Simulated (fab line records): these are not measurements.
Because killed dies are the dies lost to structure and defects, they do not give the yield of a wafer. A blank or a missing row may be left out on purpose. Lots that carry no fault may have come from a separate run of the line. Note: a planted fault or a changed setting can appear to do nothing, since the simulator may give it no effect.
Lot-split experiment -- flow rit_cmos -- 5 lots, 23 wafers read, on a route of 202 steps

== ABOUT THE SPLIT ==
At RIT_CONTACT_COAT_03 (resist thk 1000 nm), the setting spin_rpm was moved away from the recipe's 3250 rpm on 10 of the 23 wafers read, by -7.0% to +6.3%. For the rest of the wafers, this setting stayed at what the recipe calls for.

== FROM THE SPLIT TO THE READING: what the file shows between them, 2 steps ==
- RIT_CONTACT_SOFTBAKE_04: time 60 s
- RIT_CONTACT_EXPOSE_05: exposes mask M11, target cd 1000 nm

== THE READING ==
NOVOLAK_of_CONTACT_COAT_03.thk_nm (the simulator's own value, which no gauge read), in nm, at RIT_CONTACT_HARDBAKE_10 (time 60 s). No usual value for it is given in the file. Average 881.1 nm, standard deviation 2.5 nm, over the 13 wafers here run with the recipe.

wafer,"tool, chamber at the split","spin_rpm as run, rpm",against the recipe,"NOVOLAK_of_CONTACT_COAT_03.thk_nm, nm",against lot-mates on the recipe
L074.2,"litho_track-04, 0",3250,recipe,878.6,-
L074.4,"litho_track-04, 0",3250,recipe,881.4,-
L074.6,"litho_track-04, 0",3250,recipe,879.8,-
L078.2,"litho_track-04, 0",3022,-7.0%,914.9,+32.9
L078.3,"litho_track-04, 0",3022,-7.0%,914.1,+32.1
L078.4,"litho_track-04, 0",3022,-7.0%,915.5,+33.5
L078.5,"litho_track-04, 0",3250,recipe,882.6,-
L078.6,"litho_track-04, 0",3250,recipe,881.4,-
L079.1,"litho_track-02, 0",3250,recipe,879.4,-
L079.2,"litho_track-02, 0",3250,recipe,879.4,-
L079.3,"litho_track-02, 0",3114,-4.2%,899,+19.2
L079.4,"litho_track-02, 0",3114,-4.2%,899.3,+19.5
L079.5,"litho_track-02, 0",3250,recipe,880.6,-
L080.1,"litho_track-01, 0",3250,recipe,883.5,-
L080.2,"litho_track-01, 0",3250,recipe,887.9,-
L080.3,"litho_track-01, 0",3455,+6.3%,856.9,-28.8
L080.5,"litho_track-01, 0",3455,+6.3%,857.8,-27.9
L080.6,"litho_track-01, 0",3455,+6.3%,859.1,-26.6
L081.2,"litho_track-04, 0",3250,recipe,877.3,-
L081.3,"litho_track-04, 0",3250,recipe,881.9,-
L081.4,"litho_track-04, 0",3438,+5.8%,854.7,-25.4
L081.5,"litho_track-04, 0",3438,+5.8%,858,-22.1
L081.6,"litho_track-04, 0",3250,recipe,881,-

FIT RESULTS
A straight line over all 23 wafers: NOVOLAK_of_CONTACT_COAT_03.thk_nm changes by -4.3 nm for each +1% of spin_rpm; r = -0.99; the points scatter about the line by 2.7 nm.
The same after taking each lot's own level away (the mean of its wafers on the recipe; 23 wafers): -4.48 nm for each +1%; r = -1.00; scatter 1.5 nm.
That fit puts the effect of the largest move of spin_rpm on the reading at 31 nm.
Measured against the standard deviation above, the lots' own levels, which go from 879.80 to 885.70 nm, span 2.3 times it.
Hence the lot-to-lot level has little effect on the slope; both slopes agree.
Check: with one of the wafers moved furthest among these (-7.0%) left out of the fit, the line predicts +31.7 nm for it against its lot-mates. Against them it came out at +32.9 nm.

== THE WHOLE CHAIN: every reading that the file lists as answering this split, in the file's order ==
step,what it does,reading,change (the file's fit),r (the file's)
RIT_CONTACT_COAT_03,resist thk 1000 nm,"NOVOLAK_of_CONTACT_COAT_03.thk_nm (the simulator's own value, which no gauge read)",-5.09 nm for each +1% of the setting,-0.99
RIT_CONTACT_HARDBAKE_10,time 60 s,"NOVOLAK_of_CONTACT_COAT_03.thk_nm (the simulator's own value, which no gauge read)",-4.45 nm for each +1% of the setting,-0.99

== THE FILE'S OWN FIT ==
NOVOLAK_of_CONTACT_COAT_03.thk_nm changes by -4.45 nm for each +1% of spin_rpm, r = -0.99.
